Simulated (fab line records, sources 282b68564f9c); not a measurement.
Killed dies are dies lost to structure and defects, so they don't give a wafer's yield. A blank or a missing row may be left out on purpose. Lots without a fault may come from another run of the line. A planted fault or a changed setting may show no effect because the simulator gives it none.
fab line records | flow rit_cmos
record lots=6 wafers=18 last_day=7
route steps=202 shown PWELL@49 WELLDRIVE@50 NWELL@51 NRETRO@53 PRETRO@64 M1@202
lots that met no fault: from a run of the same line without faults
start_h: hours from the record's first day to the start of the lot's first wafer shown | wait_h: hours since the lot's step before | " the same as in the row above | L1.1+2: a row that stands for several wafers | - no value, or no start given | * or withheld: withheld | < > ~ a bound
route shown NAME@n: a module of which the file shows steps, and the number in the route of the first | usual: mean/standard deviation of fault-free wafers | same: alike in all rows | chamber/n: place in a boat | sites: the reading at each site | _std_site: their standard deviation | _edge_site: outer sites' mean less inner sites' | radius_mm: how far each site lies from the wafer's centre | mask NAME#n: copy n | behind: the tool/chamber that last shaped the wafer | hold: why the lot was held/for how many hours/how that ended | device: the transistor (n, p or np) that didn't switch | end of line: the same wafers' tests at the end of the route | a step without rows: its recipe alone | killed: dies lost to structure and defects at the first sort, not the wafer's yield | map: a wafer's dies, x killed, . not, _ none there
set.NAME: the setting as run; set.NAME@STEP: as run at that earlier step | model.NAME: the simulator's own value behind a step, which no gauge read
lots at some steps of the route; a table a step, a row a wafer
services: from which hour (start_h, from the record's first day; less than 0 if before it) a tool's chamber was out of use, for how many hours, and why
## steps
# step RIT_PWELL_TW_MEAS_10
# usual PWELL_TW=958/8.7
# columns lot.wafer tool chamber start_h wait_h PWELL_TW
L575.2 film_metro-02 - 38.47 0.1 966
L575.4 " - " " 973
L575.5 " - " " 970
L581.4 film_metro-02 - 71.28 0.1 967
L581.5 " - " " 964
L581.6 " - " " 967
L583.1 film_metro-02 - 78.07 0.1 965
L583.3 " - " " 964
L583.6 " - " " 964
L586.1 film_metro-04 - 94.40 0.1 957
L586.4 " - " " 963
L586.6 " - " " 951
L587.1 film_metro-01 - 99.43 0.1 959
L587.3 " - " " 964
L587.4 " - " " 964
L591.3 film_metro-04 - 120.18 0.1 949
L591.5 " - " " 948
L591.6 " - " " 948
# step RIT_WELLDRIVE_ANNEAL_00
# recipe temp_c=1100 time_s=14700 ambient=N2
# step RIT_WELLDRIVE_RS_MEAS_01
# recipe thk_meas_gauge=four-point-probe
# usual NWELL_RS=275.5/0.73
# columns lot.wafer tool chamber start_h wait_h NWELL_RS[ohm/sq]
L575.2 film_metro-01 - 43.63 0.0 275.2
L575.4 " - " " 276.1
L575.5 " - " " 275.3
L581.4 film_metro-04 - 77.49 0.1 275.2
L581.5 " - " " 275.2
L581.6 " - " " 275.7
L583.1 film_metro-02 - 84.00 0.0 275.0
L583.3 " - " " 274.1
L583.6 " - " " 275.3
L586.1 film_metro-04 - 100.12 0.0 274.8
L586.4 " - " " 276.3
L586.6 " - " " 275.0
L587.1 film_metro-04 - 105.20 0.0 274.5
L587.3 " - " " 275.2
L587.4 " - " " 275.2
L591.3 film_metro-02 - 126.85 0.0 275.0
L591.5 " - " " 274.6
L591.6 " - " " 275.2
# step RIT_WELLDRIVE_RS_MEAS_02
# recipe thk_meas_gauge=four-point-probe
# usual PWELL_RS=429.4/1.3
# columns lot.wafer tool chamber start_h wait_h PWELL_RS[ohm/sq]
L575.2 film_metro-01 - 43.75 0.1 427.8
L575.4 " - " " 427.4
L575.5 " - " " 428.3
L581.4 film_metro-04 - 77.61 0.1 429.2
L581.5 " - " " 429.0
L581.6 " - " " 430.6
L583.1 film_metro-02 - 84.12 0.1 430.9
L583.3 " - " " 432.0
L583.6 " - " " 430.2
L586.1 film_metro-04 - 100.24 0.1 429.1
L586.4 " - " " 428.4
L586.6 " - " " 429.3
L587.1 film_metro-04 - 105.32 0.1 432.7
L587.3 " - " " 431.8
L587.4 " - " " 431.7
L591.3 film_metro-02 - 126.97 0.1 430.0
L591.5 " - " " 432.6
L591.6 " - " " 431.1
# step RIT_NRETRO_HMDS_00
# recipe prime_time_s=60 prime_temp_c=140
# step RIT_NRETRO_COAT_01
# recipe resist=NOVOLAK spin_rpm=2000 resist_thk_nm=1300
# step RIT_NRETRO_SOFTBAKE_02
# recipe resist=NOVOLAK temp_c=90 time_s=60
# step RIT_NRETRO_EXPOSE_03
# recipe mask_id=M4 na=0.57 target_cd_nm=43900 dose_mj=250
# step RIT_NRETRO_PEB_04
# recipe resist=NOVOLAK temp_c=withheld time_s=withheld
# step RIT_NRETRO_DEVELOP_05
# recipe resist=NOVOLAK develop_time_s=68 dev_temp_c=23
# step RIT_NRETRO_OVL_MEAS_06
# usual NRETRO_OVL=0.0/1.4
# columns lot.wafer tool chamber start_h wait_h NRETRO_OVL[nm]
L575.2 overlay-01 - 44.73 - -2.3
L575.4 " - " " 1.0
L575.5 " - " " 1.0
L581.4 overlay-02 - 78.69 - 0.0
L581.5 " - " " 0.2
L581.6 " - " " 1.1
L583.1 overlay-01 - 85.21 - 0.6
L583.3 " - " " 1.6
L583.6 " - " " 0.7
L586.1 overlay-02 - 101.24 - -0.3
L586.4 " - " " -0.6
L586.6 " - " " -2.1
L587.1 overlay-01 - 106.32 - 0.4
L587.3 " - " " 0.3
L587.4 " - " " 2.6
L591.3 overlay-02 - 128.07 - -0.3
L591.5 " - " " 0.2
L591.6 " - " " 3.7
# step RIT_NRETRO_HARDBAKE_07
# recipe resist=NOVOLAK temp_c=140 time_s=120
# step RIT_NRETRO_IMPLANT_08
# recipe species=P energy_kev=70 dose_cm2=1e+13 tilt_deg=7
# usual dose_ions_cm2=1e+13/9.9e+09 faraday_current_uA=31.7/0.58
# columns lot.wafer tool chamber start_h wait_h dose_ions_cm2 faraday_current_uA
L575.2 implanter-03 0 45.04 0.2 9.995e+12 30.0
L575.4 " 0 " " 1.0024e+13 31.8
L575.5 " 0 " " 1.0001e+13 31.4
L581.4 implanter-04 0 79.04 0.2 9.995e+12 32.1
L581.5 " 0 " " 9.978e+12 31.8
L581.6 " 0 " " 9.982e+12 30.9
L583.1 implanter-04 0 85.50 0.2 1.0007e+13 31.3
L583.3 " 0 " " 1.001e+13 32.9
L583.6 " 0 " " 9.994e+12 30.6
L586.1 implanter-03 0 101.53 0.2 7.804e+12 24.5
L586.4 " 0 " " 7.799e+12 24.7
L586.6 " 0 " " 7.795e+12 23.9
L587.1 implanter-03 0 106.61 0.2 7.804e+12 24.6
L587.3 " 0 " " 7.795e+12 24.5
L587.4 " 0 " " 7.803e+12 24.3
L591.3 implanter-02 0 128.39 0.2 1.0011e+13 32.4
L591.5 " 0 " " 9.993e+12 31.7
L591.6 " 0 " " 1.0026e+13 32.6
# step RIT_NRETRO_STRIP_09
# recipe chemistry=O2 time_s=180 resist=NOVOLAK platen_temp_c=withheld power_w=500 pressure_mtorr=4000 o2_flow_sccm=4000
# usual drypump_motor_current_A=6.15/0.18
# columns lot.wafer tool chamber start_h wait_h drypump_motor_current_A rf_hours_counter_h
L575.2 plasma_asher-04 1 45.16 0.1 6.14 25
L575.4 " 0 " " 6.03 -
L575.5 " 0 " " 6.03 -
L581.4 plasma_asher-04 0 79.17 0.1 6.03 -
L581.5 " 0 " " 6.03 -
L581.6 " 1 " " 6.13 -
L583.1 plasma_asher-01 1 85.65 0.1 5.90 45
L583.3 " 1 " " 5.91 -
L583.6 " 0 " " 6.28 -
L586.1 plasma_asher-04 0 101.68 0.1 6.04 33
L586.4 " 1 " " 6.13 -
L586.6 " 0 " " 6.04 -
L587.1 plasma_asher-04 1 106.76 0.1 6.13 33
L587.3 " 1 " " 6.14 -
L587.4 " 0 " " 6.03 -
L591.3 plasma_asher-01 1 128.55 0.1 5.89 -
L591.5 " 1 " " 5.89 -
L591.6 " 0 " " 6.33 -
# step RIT_NRETRO_TW_MEAS_10
# usual NRETRO_TW=1052/14
# columns lot.wafer tool chamber start_h wait_h NRETRO_TW
L575.2 film_metro-03 - 45.35 0.1 1043
L575.4 " - " " 1041
L575.5 " - " " 1039
L581.4 film_metro-02 - 79.32 0.1 1065
L581.5 " - " " 1060
L581.6 " - " " 1065
L583.1 film_metro-02 - 85.82 0.1 1068
L583.3 " - " " 1065
L583.6 " - " " 1068
L586.1 film_metro-03 - 101.85 0.1 961
L586.4 " - " " 954
L586.6 " - " " 959
L587.1 film_metro-03 - 106.93 0.1 952
L587.3 " - " " 957
L587.4 " - " " 952
L591.3 film_metro-03 - 128.69 0.1 1041
L591.5 " - " " 1038
L591.6 " - " " 1044
# step RIT_PRETRO_HMDS_00
# recipe prime_time_s=60 prime_temp_c=140
# step RIT_M1_PROBE_99
# usual killed_at_contacts=0.1/0.34 killed_at_front_end=6.9/2.8 killed_dies=7.1/2.8 killed_open=3.4/1.9 killed_short=3.6/1.7
# same gross_dies=264 killed_at_M0_to_M3=0 killed_at_M4_up=0 killed_at_back_side=0 killed_at_other=0
# columns lot.wafer tool chamber start_h wait_h killed_at_contacts killed_at_front_end killed_dies killed_open killed_short model.etest.pmos_narrow.drive_ua_um model.etest.pmos_0p3.drive_ua_um model.etest.well_edge_left.line_ohm_um model.etest.well_edge_right.line_ohm_um model.etest.pmos_0p15.off_log10_a_um model.etest.retro_edge_pmos.off_log10_a_um model.etest.pmos_narrow.off_log10_a_um model.etest.pmos_0p3.off_log10_a_um
L575.2 prober-02 - 76.27 0.1 0 8 8 5 3 109.8 109.2 184.6 182.7 -10.05 -9.962 -12.47 -12.58
L575.4 prober-02 - 76.37 0.2 0 6 6 2 4 109.1 107.8 184.6 181.6 -9.725 -9.652 -12.65 -12.79
L575.5 prober-02 - 76.42 0.2 0 9 9 6 3 106.8 106.4 181.5 183.1 -9.905 -9.778 -12.54 -12.84
L581.4 prober-02 - 107.58 0.2 0 2 2 1 1 96.56 96.91 182 185 -10.58 -10.43 -12.97 -13.1
L581.5 prober-02 - 107.63 0.2 0 14 14 7 7 98.37 98.23 184.8 182.6 -10.66 -10.58 -12.8 -13.01
L581.6 prober-02 - 107.68 0.2 1 6 7 3 4 95.02 94.54 183.5 185.7 -10.82 -10.68 -12.99 -13.01
L583.1 prober-02 - 114.14 0.1 0 6 6 3 3 100.6 102.5 182.9 182.7 -10.5 -10.34 -12.72 -12.82
L583.3 prober-02 - 114.24 0.2 0 3 3 1 2 98.27 98.34 181.1 181.2 -10.47 -10.35 -12.97 -13.14
L583.6 prober-02 - 114.39 0.2 0 6 6 3 2 99.54 100.4 182.7 182.3 -10.71 -10.59 -12.81 -12.76
L586.1 prober-01 - 129.98 0.1 0 2 2 0 2 107.7 107.8 187.9 183.2 -10.34 -10.35 -12.46 -12.61
L586.4 prober-01 - 130.13 0.2 0 1 1 1 0 105.2 105.4 184.4 186.1 -10.3 -10.18 -12.33 -12.6
L586.6 prober-01 - 130.23 0.2 0 11 11 6 5 102.5 102.9 186.6 184.6 -10.4 -10.26 -12.57 -12.75
L587.1 prober-02 - 137.26 0.1 0 6 6 2 4 104.4 102.7 185.3 183.1 -9.75 -9.608 -12.61 -12.95
L587.3 prober-02 - 137.36 0.2 0 4 4 1 3 107.8 105.3 187.2 185.3 -10.09 -9.792 -12.51 -12.69
L587.4 prober-02 - 137.41 0.2 0 6 6 2 4 110.1 108.1 187 186.1 -9.741 -9.629 -12.53 -12.66
L591.3 prober-01 - 157.01 0.2 0 10 10 5 5 104 103.1 182.2 181.1 -10.35 -10.27 -12.81 -13.03
L591.5 prober-01 - 157.11 0.2 0 10 10 4 6 102.1 101.8 184.1 184.3 -10.27 -10.09 -12.77 -12.77
L591.6 prober-01 - 157.16 0.2 0 6 6 5 1 102.9 101.9 180 182.5 -10.02 -9.888 -12.66 -12.92
# killed by level:class
L575.2 REOX:geometric_particle:open=2 SPACER:geometric_particle:short=2 FOX1:geometric_particle:open=1 GATE:geometric_particle:short=1 SPACER:geometric_particle:open=1 SILICIDE:geometric_particle:open=1
L575.4 SILICIDE:geometric_particle:short=2 FOX2:geometric_particle:open=1 GATE:geometric_particle:short=1 REOX:geometric_particle:open=1 REOX:geometric_particle:short=1
L575.5 GATE:geometric_particle:short=3 REOX:geometric_particle:open=3 GATE:geometric_particle:open=2 SILICIDE:geometric_particle:open=1
L581.4 GATE:geometric_particle:short=1 GATE:geometric_particle:open=1
L581.5 FOX1:geometric_particle:short=2 GATE:geometric_particle:open=2 SPACER:geometric_particle:open=2 SILICIDE:geometric_particle:short=2 FOX1:geometric_particle:open=1 FOX2:geometric_particle:open=1 GATE:geometric_particle:short=1 REOX:geometric_particle:open=1
L581.6 GATE:geometric_particle:short=2 SILICIDE:geometric_particle:open=2 GATE:geometric_particle:open=1 REOX:geometric_particle:short=1 CONTACT:geometric_particle:short=1
L583.1 GATE:geometric_particle:short=2 GATE:geometric_particle:open=2 FOX1:geometric_particle:short=1 FOX1:geometric_particle:open=1
L583.3 REOX:geometric_particle:open=1 REOX:geometric_particle:short=1 SPACER:geometric_particle:short=1
L583.6 GATE:geometric_particle:open=2 GATE:geometric_particle:short=1 SPACER:geometric_particle:open=1 SPACER:geometric_particle:short=1 PSD:coat_microbubble_printed=1
L586.1 FOX1:geometric_particle:short=1 GATE:geometric_particle:short=1
L586.4 GATE:geometric_particle:open=1
L586.6 GATE:geometric_particle:short=4 GATE:geometric_particle:open=3 SPACER:geometric_particle:open=3 SPACER:geometric_particle:short=1
L587.1 SPACER:geometric_particle:short=2 GATE:geometric_particle:open=1 REOX:geometric_particle:short=1 SPACER:geometric_particle:open=1 SILICIDE:geometric_particle:short=1
L587.3 FOX2:geometric_particle:short=2 GATE:geometric_particle:short=1 REOX:geometric_particle:open=1
L587.4 SILICIDE:geometric_particle:short=2 FOX1:geometric_particle:open=1 GATE:geometric_particle:short=1 GATE:geometric_particle:open=1 SPACER:geometric_particle:short=1
L591.3 GATE:geometric_particle:open=4 GATE:geometric_particle:short=3 REOX:geometric_particle:short=1 SPACER:geometric_particle:open=1 SILICIDE:geometric_particle:short=1
L591.5 GATE:geometric_particle:short=4 GATE:geometric_particle:open=2 FOX2:geometric_particle:open=1 SPACER:geometric_particle:open=1 SPACER:geometric_particle:short=1 SILICIDE:geometric_particle:short=1
L591.6 REOX:geometric_particle:open=3 FOX2:geometric_particle:open=1 GATE:geometric_particle:open=1 SILICIDE:geometric_particle:short=1
## services
# columns tool chamber start_h hours kind
implanter-02 - 63.05 8.7 repair
implanter-04 - 66.61 0.9 repair
implanter-02 - 71.75 4.6 pm
implanter-02 - 74.58 5.2 repair
implanter-03 - 75.54 5.0 repair
implanter-03 - 85.00 4.1 repair
implanter-04 - 89.28 13.6 repair
implanter-04 - 92.22 3.7 repair
implanter-02 - 94.75 9.8 pm
plasma_asher-01 - 111.83 4.1 repair
implanter-03 - 121.39 1.0 repair
## key
first_sign step=RIT_NRETRO_IMPLANT_08 reading=dose_ions_cm2 direction=down sigmas=99+ usual=1e+13 struck=7.8e+12
effect step=RIT_NRETRO_IMPLANT_08 reading=faraday_current_uA direction=down sigmas=13 usual=31.7 struck=24.4
effect step=RIT_NRETRO_TW_MEAS_10 reading=NRETRO_TW direction=down sigmas=6.7 usual=1052 struck=956
model_effect step=RIT_M1_PROBE_99 value=etest.pmos_narrow.drive_ua_um without=97.76 struck=106.3
met_at RIT_NRETRO_IMPLANT_08
struck_wafers L586.1,L586.4,L586.6,L587.1,L587.3,L587.4
tester_left_out L586,L587
onset_between 45.04 101.53
fault kind=process_parameter_drift tool=implanter-03 chamber=- onset_h=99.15 steps=RIT_NRETRO_IMPLANT_08 channel=dose_cm2 offset=-2.2e+12 shape=step end_h=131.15 acts_in=these_recipes_only stated=1e+13
# tester_left_out: of these lots the tester's yield and bins aren't shown, on N5 and GAA mostly nor the transistor test; their killed dies are dies lost to structure and defects alone, not to doping, threshold or leakage, so they don't give the yield
